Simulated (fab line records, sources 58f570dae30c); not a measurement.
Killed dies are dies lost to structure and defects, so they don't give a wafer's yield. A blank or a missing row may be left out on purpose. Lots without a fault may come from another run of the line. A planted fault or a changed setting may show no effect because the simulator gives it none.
Which tool did it? | flow berkeley_cmos170 | 14 lots, 42 wafers sampled, at 7 steps of a route of 331

WHAT THE GAUGES READ, wafer by wafer
UCB170_PLDD_OVL_MEAS_07.
lot  | measured     | on         | PLDD_OVL (nm)
L599 | day 7 04:14  | overlay-02 | -2 -2 0
L601 | day 8 00:25  | overlay-01 | -10 -2 -8
L602 | day 8 00:48  | overlay-01 | 2 -3 0
L604 | day 8 06:55  | overlay-02 | -6 -4 -6
L603 | day 8 07:16  | overlay-02 | -5 2 -1
L605 | day 8 08:04  | overlay-01 | -4 -3 10
L606 | day 9 01:47  | overlay-01 | 5 8 6
L609 | day 9 15:56  | overlay-01 | -15 -5 -2
L611 | day 9 19:53  | overlay-01 | 6 1 0
L613 | day 10 11:52 | overlay-01 | -1 -10 -8
L615 | day 11 08:54 | overlay-01 | 12 5 0
L619 | day 11 16:34 | overlay-02 | 1 -9 -7
L621 | day 11 18:05 | overlay-02 | -4 -5 5
L617 | day 11 22:47 | overlay-02 | -2 -4 -2

UCB170_SPACER_THK_MEAS_01.
lot  | measured     | on            | SPACER_TEOS_THK (nm)
L599 | day 7 07:20  | film_metro-01 | 376 373 382
L601 | day 8 03:28  | film_metro-03 | 375 378 384
L602 | day 8 03:50  | film_metro-03 | 371 376 382
L604 | day 8 10:21  | film_metro-01 | 374 377 379
L603 | day 8 10:49  | film_metro-03 | 375 380 386
L605 | day 8 11:04  | film_metro-01 | 371 371 377
L606 | day 9 04:13  | film_metro-04 | 370 372 376
L609 | day 9 18:43  | film_metro-03 | 379 376 376
L611 | day 9 22:24  | film_metro-03 | 371 372 380
L613 | day 10 16:41 | film_metro-04 | 370 370 378
L615 | day 11 11:19 | film_metro-01 | 370 377 380
L619 | day 11 20:00 | film_metro-04 | 372 372 382
L621 | day 11 21:08 | film_metro-04 | 374 373 375
L617 | day 12 01:25 | film_metro-01 | 376 381 377

UCB170_NSD_TW_MEAS_10.
lot  | measured     | on            | NSD_TW
L599 | day 7 19:02  | film_metro-01 | 4163 4164 4167
L601 | day 8 11:50  | film_metro-02 | 4190 4213 4195
L602 | day 8 11:58  | film_metro-04 | 4163 4163 4143
L604 | day 8 21:34  | film_metro-01 | 4124 4154 4127
L603 | day 8 22:07  | film_metro-04 | 4157 4180 4154
L605 | day 8 21:49  | film_metro-04 | 4183 4163 4164
L606 | day 9 15:40  | film_metro-01 | 4278 4288 4293
L609 | day 10 06:59 | film_metro-02 | 4212 4224 4233
L611 | day 10 07:14 | film_metro-04 | 4338 4343 4333 4338 4347 4322
L613 | day 11 05:59 | film_metro-04 | 4140 4142 4123
L615 | day 11 21:24 | film_metro-02 | 4220 4238 4227
L619 | day 12 07:21 | film_metro-01 | 4162 4133 4136
L621 | day 12 07:37 | film_metro-04 | 4113 4119 4147
L617 | day 12 11:30 | film_metro-04 | 4102 4155 4136

UCB170_SDANNEAL_RS_MEAS_03: measures by four-point-probe.
lot  | measured     | on            | NSD_RS (ohm/sq)
L599 | day 7 20:15  | film_metro-04 | 37.37 37.28 37.29
L601 | day 8 13:06  | film_metro-01 | 37.40 37.31 37.44
L602 | day 8 13:17  | film_metro-02 | 37.37 37.33 37.43
L604 | day 8 23:51  | film_metro-01 | 37.42 37.30 37.32
L603 | day 9 00:20  | film_metro-01 | 37.23 37.20 37.18
L605 | day 8 23:59  | film_metro-04 | 37.26 37.43 37.20
L606 | day 9 17:22  | film_metro-02 | 31.27 31.28 31.24 31.23 31.22 31.27
L609 | day 10 08:22 | film_metro-01 | 37.38 37.39 37.35
L611 | day 10 10:26 | film_metro-04 | 31.24 31.31 31.26 31.21 31.27 31.25
L613 | day 11 07:34 | film_metro-01 | 37.22 37.30 37.16
L615 | day 11 22:54 | film_metro-02 | 37.34 37.43 37.38
L619 | day 12 08:34 | film_metro-04 | 37.35 37.41 37.40
L621 | day 12 09:12 | film_metro-01 | 37.21 37.29 37.34
L617 | day 12 12:51 | film_metro-02 | 37.29 37.24 37.31

WHICH TOOL RAN EACH LOT (tool, then ch and the chambers of the sampled wafers, then the start)
lot  | UCB170_SPACER_ETCHBACK_03          | UCB170_NSD_IMPLANT_08           | UCB170_NSD_STRIP_09
L599 | rie_diel-02 ch 0,1,2, day 7 15:04  | implanter-01 ch 0, day 7 18:47  | plasma_asher-02 ch 1, day 7 18:56
L601 | rie_diel-02 ch 0,2,3, day 8 07:45  | implanter-03 ch 0, day 8 11:35  | plasma_asher-01 ch 0,1, day 8 11:44
L602 | rie_diel-03 ch 2,3, day 8 07:45    | implanter-04 ch 0, day 8 11:43  | plasma_asher-02 ch 0,1, day 8 11:51
L604 | rie_diel-03 ch 0,1, day 8 16:52    | implanter-04 ch 0, day 8 21:21  | plasma_asher-02 ch 0,1, day 8 21:29
L603 | rie_diel-01 ch 0,3, day 8 16:52    | implanter-04 ch 0, day 8 21:54  | plasma_asher-02 ch 0,1, day 8 22:02
L605 | rie_diel-02 ch 0,2,3, day 8 16:52  | implanter-01 ch 0, day 8 21:34  | plasma_asher-01 ch 0,1, day 8 21:43
L606 | rie_diel-03 ch 0,1, day 9 08:23    | implanter-04 ch 0, day 9 15:25  | plasma_asher-01 ch 0,1, day 9 15:34
L609 | rie_diel-01 ch 0,3, day 10 00:44   | implanter-03 ch 0, day 10 06:46 | plasma_asher-01 ch 0,1, day 10 06:54
L611 | rie_diel-03 ch 0,3, day 10 00:47   | implanter-04 ch 0, day 10 06:59 | plasma_asher-02 ch 0,1, day 10 07:08
L613 | rie_diel-02 ch 1,3, day 11 00:34   | implanter-01 ch 0, day 11 05:44 | plasma_asher-04 ch 0,1, day 11 05:53
L615 | rie_diel-02 ch 1,2,3, day 11 16:10 | implanter-03 ch 0, day 11 21:09 | plasma_asher-04 ch 0,1, day 11 21:18
L619 | rie_diel-01 ch 1,2,3, day 12 00:15 | implanter-01 ch 0, day 12 07:07 | plasma_asher-01 ch 0,1, day 12 07:14
L621 | rie_diel-02 ch 0,1,3, day 12 00:15 | implanter-03 ch 0, day 12 07:22 | plasma_asher-01 ch 0,1, day 12 07:31
L617 | rie_diel-02 ch 1,3, day 12 08:17   | implanter-01 ch 0, day 12 11:16 | plasma_asher-04 ch 0,1, day 12 11:23
- UCB170_SPACER_ETCHBACK_03: etches SiO2 in CHF3/CF4/Ar, stops on Si, target depth 376 nm, time 100 s.
- UCB170_NSD_IMPLANT_08
- UCB170_NSD_STRIP_09: strips in O2.

WHAT THE TOOLS THEMSELVES READ (means of the sampled wafers that have a number; where no wafer has one, the mark that the record gives instead)
UCB170_SPACER_ETCHBACK_03.
lot  | tool        | drypump_motor_current_A (A) | oes_product_au (a.u.) | rf_fwd_power_W (W) | throttle_valve_pct (%)
L599 | rie_diel-02 | 5.2                         | 0.906                 | 497.3              | 6.44
L601 | rie_diel-02 | 5.2                         | 0.919                 | 496.8              | 6.43
L602 | rie_diel-03 | 6.2                         | 0.890                 | 497.9              | 6.46
L604 | rie_diel-03 | 5.9                         | 0.903                 | 497.2              | 6.46
L603 | rie_diel-01 | 5.9                         | 0.918                 | 496.3              | 6.46
L605 | rie_diel-02 | 5.2                         | 0.912                 | 498.0              | 6.42
L606 | rie_diel-03 | 5.6                         | 0.897                 | 494.4              | 6.44
L609 | rie_diel-01 | 6.0                         | 0.901                 | 496.5              | 6.52
L611 | rie_diel-03 | 6.2                         | 0.911                 | 498.0              | 6.57
L613 | rie_diel-02 | 5.1                         | 0.896                 | 498.1              | 6.45
L615 | rie_diel-02 | 5.1                         | 0.899                 | 497.6              | 6.47
L619 | rie_diel-01 | 5.2                         | 0.889                 | 497.8              | 6.51
L621 | rie_diel-02 | 5.2                         | 0.903                 | 497.6              | 6.41
L617 | rie_diel-02 | 5.1                         | 0.891                 | 497.3              | 6.45

UCB170_NSD_IMPLANT_08.
lot  | tool         | beam_on_s (s) | dose_ions_cm2 | end_station_pressure_torr (Torr) | faraday_current_uA
L599 | implanter-01 | 10.04         | 3e+15         | 1.25e-05                         | 9233
L601 | implanter-03 | 9.78          | 3e+15         | 1.22e-05                         | 9440
L602 | implanter-04 | 10.02         | 3e+15         | 1.30e-05                         | 9255
L604 | implanter-04 | 9.92          | 3e+15         | 1.28e-05                         | 9363
L603 | implanter-04 | 9.89          | 3e+15         | 1.27e-05                         | 9369
L605 | implanter-01 | 9.94          | 3e+15         | 1.26e-05                         | 9315
L606 | implanter-04 | 12.94         | 5e+15         | 1.44e-05                         | 11920
L609 | implanter-03 | 9.84          | 3e+15         | 1.27e-05                         | 9419
L611 | implanter-04 | 12.85         | 5e+15         | 1.42e-05                         | 12033
L613 | implanter-01 | 9.97          | 3e+15         | 1.26e-05                         | 9301
L615 | implanter-03 | 9.80          | 3e+15         | 1.26e-05                         | 9438
L619 | implanter-01 | 10.20         | 3e+15         | 1.22e-05                         | 9071
L621 | implanter-03 | 9.99          | 3e+15         | 1.23e-05                         | 9255
L617 | implanter-01 | 10.05         | 3e+15         | 1.28e-05                         | 9201

UCB170_NSD_STRIP_09.
lot  | tool            | drypump_motor_current_A (A) | oes_product_au (a.u.) | strip_time_to_endpoint_s (s)
L599 | plasma_asher-02 | 5.8                         | 0.541                 | 35.71
L601 | plasma_asher-01 | 6.0                         | 0.536                 | 35.60
L602 | plasma_asher-02 | 6.4                         | 0.536                 | 35.72
L604 | plasma_asher-02 | 6.1                         | 0.533                 | 35.64
L603 | plasma_asher-02 | 6.1                         | 0.531                 | 35.71
L605 | plasma_asher-01 | 6.1                         | 0.536                 | 35.74
L606 | plasma_asher-01 | 6.1                         | 0.498                 | 40.73
L609 | plasma_asher-01 | 6.1                         | 0.536                 | 35.59
L611 | plasma_asher-02 | 6.4                         | 0.496                 | 40.72
L613 | plasma_asher-04 | 5.1                         | 0.535                 | 35.67
L615 | plasma_asher-04 | 5.1                         | 0.538                 | 35.69
L619 | plasma_asher-01 | 6.1                         | 0.532                 | 35.72
L621 | plasma_asher-01 | 6.1                         | 0.534                 | 35.78
L617 | plasma_asher-04 | 5.1                         | 0.537                 | 35.79

THE ANSWER, worked out from the rows above alone
Rule: what is usual is taken from the lots themselves. Put in order of their means at a reading, lots are off if they are a third of the lots or fewer, leave a main group of 4 or more, and stand apart from it by a gap of 3 or more times the standard deviation of the main group's means; of several such gaps the widest counts. A main group whose means are all the same, to the digits that the tables above print for the reading, isn't used. A lot without any number at a reading at which 4 lots or more have one is off too. The other lots that the step has rows for count as sound. The gauges are gone through in route order, then the tools' own readings, and for those a lot's mean is taken as printed above. The first step at which some lot is off is used, and at that step the reading that is off furthest; a lot without a number counts as furthest.
Off: L606, L611, at UCB170_SDANNEAL_RS_MEAS_03 (NSD_RS). The main group: mean 37.32 ohm/sq, standard deviation 0.061.
A tool fits if, at a process step before that reading, it ran every lot that is off, and no sound lot after the first of them. The gauges at UCB170_SDANNEAL_RS_MEAS_03 aren't tried: what is off there is off at UCB170_NSD_IMPLANT_08 too, on other tools, and a gauge's error can't cause that. Can't be told from this: 2 tools fit, rie_diel-03 at UCB170_SPACER_ETCHBACK_03, implanter-04 at UCB170_NSD_IMPLANT_08.

WHAT THE SIMULATOR HAD PUT IN
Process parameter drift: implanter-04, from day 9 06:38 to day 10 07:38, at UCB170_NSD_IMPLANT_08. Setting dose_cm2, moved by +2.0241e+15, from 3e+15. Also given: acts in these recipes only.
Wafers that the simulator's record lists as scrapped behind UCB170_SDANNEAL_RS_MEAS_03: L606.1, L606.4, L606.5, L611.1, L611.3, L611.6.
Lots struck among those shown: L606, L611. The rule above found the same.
